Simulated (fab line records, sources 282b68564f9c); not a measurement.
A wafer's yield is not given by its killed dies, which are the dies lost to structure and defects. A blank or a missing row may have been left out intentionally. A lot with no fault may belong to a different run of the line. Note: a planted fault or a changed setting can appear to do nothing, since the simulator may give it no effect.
Comparing a struck lot with a sound one | flow rit_cmos | 17 steps out of a route of 202
Sound: wafers L221.2, L221.4, L221.5. Wafers L234.3, L234.4, L234.5 were the ones struck. The cause is named last.
Each step with rows lists, per side, the tool, then ch with its chambers, then its first start. Under that, the readings that differ: sound wafers | struck wafers | difference of the means | sigmas: that difference in standard deviations of wafers without a fault.
alike: words and numbers the same on both sides, and readings whose means are apart by under 2 such deviations; not compared: readings that were withheld, readings missing a value for some wafer, numbers with overlapping values and no deviation given by the record, and bounds like >300 which may hide the same value.
A row with sigmas, a row that says differs or no value, or rows on one side alone: a step with any of these is where the two part. Numbers that have no deviation but don't overlap get no sigmas and don't part them. A reading missing from all wafers of one side parts the sides only when that side holds two or more wafers.

RIT_PWELL_TW_MEAS_10:
  sound: film_metro-01 at day 4 04:40; struck: film_metro-02 at day 6 20:28
  reading  | sound       | struck      | difference | sigmas
  PWELL_TW | 958 961 964 | 945 940 935 | -21        | -3
then, 1 step without rows for these wafers: RIT_WELLDRIVE_ANNEAL_00 (time 14700 s).
RIT_WELLDRIVE_RS_MEAS_01: the measuring method here is four-point-probe.
  sound: film_metro-02 at day 4 10:10; struck: film_metro-01 at day 7 05:05
  alike: NWELL_RS
RIT_WELLDRIVE_RS_MEAS_02: the measuring method here is four-point-probe.
  sound: film_metro-02 at day 4 10:17; struck: film_metro-01 at day 7 05:12
  alike: PWELL_RS
then, 6 steps without rows for these wafers: RIT_NRETRO_HMDS_00 (prime time 60 s); RIT_NRETRO_COAT_01 (resist thk 1300 nm); RIT_NRETRO_SOFTBAKE_02 (time 60 s); RIT_NRETRO_EXPOSE_03 (exposes mask M4, target cd 43900 nm); RIT_NRETRO_PEB_04; RIT_NRETRO_DEVELOP_05 (develop time 68 s).
RIT_NRETRO_OVL_MEAS_06:
  sound: overlay-02 at day 4 11:31; struck: overlay-01 at day 7 06:10
  alike: NRETRO_OVL
then, 1 step without rows for these wafers: RIT_NRETRO_HARDBAKE_07 (time 120 s).
RIT_NRETRO_IMPLANT_08:
  sound on implanter-01 ch 0, day 4 12:09; struck on implanter-04 ch 0, day 7 06:29
  reading            | sound                         | struck                           | difference  | sigmas
  dose_ions_cm2      | 9.998e+12 9.998e+12 9.999e+12 | 9.9993e+13 9.9991e+13 9.9995e+13 | +8.9995e+13 | +99 or more
  faraday_current_uA | 33.1 31.3 32.0                | 324.2 321.2 311.0                | +286.7      | +99 or more
RIT_NRETRO_STRIP_09: strips in O2, time 180 s.
  sound on plasma_asher-03 ch 0,1, day 4 12:17; struck on plasma_asher-03 ch 0,1, day 7 06:39
  alike: chamber_pressure_mTorr, drypump_motor_current_A
  not compared: rf_hours_counter_h
RIT_NRETRO_TW_MEAS_10:
  sound: film_metro-03 at day 4 12:28; struck: film_metro-03 at day 7 06:47
  reading   | sound          | struck         | difference | sigmas
  NRETRO_TW | 1037 1037 1038 | 2162 2152 2169 | +1124      | +99 or more
then, 2 steps without rows for these wafers: RIT_PRETRO_HMDS_00 (prime time 60 s); RIT_M1_PROBE_99.

WHERE THEY PART
Last at RIT_NRETRO_TW_MEAS_10 as far as this record goes, first at RIT_PWELL_TW_MEAS_10.

WHY: what the simulator had put in
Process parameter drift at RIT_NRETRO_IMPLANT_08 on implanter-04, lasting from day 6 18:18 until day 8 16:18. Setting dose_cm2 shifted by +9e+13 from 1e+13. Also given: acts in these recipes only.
